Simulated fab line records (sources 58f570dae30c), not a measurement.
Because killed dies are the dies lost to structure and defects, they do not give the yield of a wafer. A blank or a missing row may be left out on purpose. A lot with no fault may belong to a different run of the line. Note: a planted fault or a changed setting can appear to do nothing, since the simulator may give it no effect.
Which tool is to blame?    flow berkeley cmos170    Sampling: 14 lots, 42 wafers, 4 of 331 route steps

WHAT THE GAUGES READ, wafer by wafer
UCB170_V1_BOW_MEAS_03.
lot   measured      on             V1_BOW (um)
L269  day 8 07:08   film metro-03  8 10 13
L268  day 8 09:47   film metro-03  13 23 9
L272  day 8 15:58   film metro-03  24 4 18
L271  day 8 17:19   film metro-02  23 10 11
L270  day 8 17:37   film metro-03  17 18 26
L273  day 9 23:34   film metro-03  20 15 29
L275  day 10 00:53  film metro-03  21 16 20
L274  day 10 02:16  film metro-03  12 35 17
L279  day 10 19:34  film metro-02  11 10 17
L287  day 12 12:46  film metro-03  10 11 21
L288  day 12 14:07  film metro-02  20 12 18
L289  day 13 04:40  film metro-03  17 15 16
L290  day 13 05:58  film metro-02  32 16 15
L291  day 13 07:19  film metro-02  15 6 12

UCB170_M3_CD_MEAS_90: target cd 700 nm.
lot   measured      on         cd nm (nm)
L269  day 8 16:53   cd sem-01  693 697 699
L268  day 8 20:47   cd sem-01  696 700 695
L272  day 9 07:08   cd sem-02  705 705 708
L271  day 9 07:29   cd sem-02  701 703 705
L270  day 9 08:05   cd sem-02  700 699 700
L273  day 10 17:01  cd sem-01  706 702 709
L275  day 10 17:17  cd sem-02  698 701 703
L274  day 10 17:10  cd sem-02  706 704 704
L279  day 11 06:17  cd sem-01  705 709 706
L287  day 12 23:38  cd sem-02  701 699 701
L288  day 13 01:40  cd sem-02  705 702 702
L289  day 13 16:59  cd sem-01  705 703 705
L290  day 13 16:59  cd sem-02  701 700 699
L291  day 13 17:08  cd sem-01  702 702 701

TOOL THAT RAN EACH LOT (tool first, then ch and the chambers of the sampled wafers, then the start)
lot   UCB170_M3_ETCH_17                   UCB170_M3_STRIP_19
L269  rie diel-01 ch 0,3, day 8 16:33     plasma asher-01 ch 0,1, day 8 16:47
L268  rie diel-04 ch 1,2,3, day 8 20:28   plasma asher-03 ch 0,1, day 8 20:41
L272  rie diel-04 ch 1,3, day 9 06:47     plasma asher-03 ch 0,1, day 9 07:01
L271  rie diel-01 ch 0,2,3, day 9 07:03   plasma asher-03 ch 1, day 9 07:17
L270  rie diel-04 ch 0,1,3, day 9 07:23   plasma asher-01 ch 0,1, day 9 07:37
L273  rie diel-04 ch 0,2,3, day 10 16:40  plasma asher-01 ch 0,1, day 10 16:54
L275  rie diel-02 ch 1,2,3, day 10 16:57  plasma asher-01 ch 0,1, day 10 17:11
L274  rie diel-01 ch 2,3, day 10 16:47    plasma asher-02 ch 0,1, day 10 17:04
L279  rie diel-04 ch 0,2,3, day 11 05:44  plasma asher-01 ch 0,1, day 11 06:10
L287  rie diel-01 ch 1,2,3, day 12 23:19  plasma asher-02 ch 0,1, day 12 23:32
L288  rie diel-01 ch 1,2, day 13 01:20    plasma asher-02 ch 0,1, day 13 01:34
L289  rie diel-02 ch 1,2, day 13 16:27    plasma asher-02 ch 1, day 13 16:52
L290  rie diel-01 ch 0,2,3, day 13 16:40  plasma asher-01 ch 0,1, day 13 16:53
L291  rie diel-04 ch 1,3, day 13 16:47    plasma asher-03 ch 0, day 13 17:01
- UCB170_M3_ETCH_17: etches BARC in N2/H2.
- UCB170_M3_STRIP_19: strips in O2.

AS READ BY THE TOOLS THEMSELVES (means over the sampled wafers that have a number; for cases with no such wafer, the mark the record gives instead)
UCB170_M3_ETCH_17.
lot   tool         drypump motor current A (A)  oes product au (a.u.)  throttle valve pct (%)
L269  rie diel-01  5.5                          1.015                  13.31
L268  rie diel-04  5.8                          0.989                  13.34
L272  rie diel-04  5.9                          1.000                  13.14
L271  rie diel-01  5.7                          1.005                  13.24
L270  rie diel-04  5.8                          1.022                  13.26
L273  rie diel-04  5.3                          0.768                  13.40
L275  rie diel-02  5.5                          0.994                  13.51
L274  rie diel-01  5.4                          0.981                  13.26
L279  rie diel-04  5.3                          0.764                  13.40
L287  rie diel-01  5.2                          1.004                  13.21
L288  rie diel-01  5.4                          0.994                  13.11
L289  rie diel-02  5.8                          1.005                  13.60
L290  rie diel-01  5.7                          1.003                  13.24
L291  rie diel-04  6.3                          0.994                  13.19

UCB170_M3_STRIP_19.
lot   tool             drypump motor current A (A)  oes product au (a.u.)
L269  plasma asher-01  5.8                          0.515
L268  plasma asher-03  5.3                          0.518
L272  plasma asher-03  5.2                          0.550
L271  plasma asher-03  5.7                          0.529
L270  plasma asher-01  6.0                          0.556
L273  plasma asher-01  5.8                          0.549
L275  plasma asher-01  6.0                          0.556
L274  plasma asher-02  5.3                          0.544
L279  plasma asher-01  6.0                          0.512
L287  plasma asher-02  5.2                          0.525
L288  plasma asher-02  5.1                          0.533
L289  plasma asher-02  5.0                          0.540
L290  plasma asher-01  5.8                          0.516
L291  plasma asher-03  4.9                          0.551

THE ANSWER, worked out from the rows above alone
Rule: the usual values come from the lots themselves. Put in order of their means at a reading, lots are off if they are a third of the lots or fewer, leave a main group of 4 or more, and stand apart from it by a gap of 3 or more times the standard deviation of the main group's means; of several such gaps the widest counts. The tables above print the reading to a certain number of digits; a main group whose means all agree to those digits is not used. A lot without any number at a reading at which 4 lots or more have one is off too. All remaining lots with rows at the step are treated as sound. The gauges are gone through in route order, then the tools' own readings, and for those a lot's mean is taken as printed above. At the first step where some lot is off, the reading lying furthest off is the one used; lots without a number count as furthest.
Off, at UCB170_M3_ETCH_17 on oes product au: L273, L279. The main group: mean 1.000 a.u., standard deviation 0.011.
A tool fits if, at that step or a process step before it, it ran every lot that is off, and no sound lot after the first of them. Not one of the candidates tried fits.

WHAT WAS PUT IN BY THE SIMULATOR
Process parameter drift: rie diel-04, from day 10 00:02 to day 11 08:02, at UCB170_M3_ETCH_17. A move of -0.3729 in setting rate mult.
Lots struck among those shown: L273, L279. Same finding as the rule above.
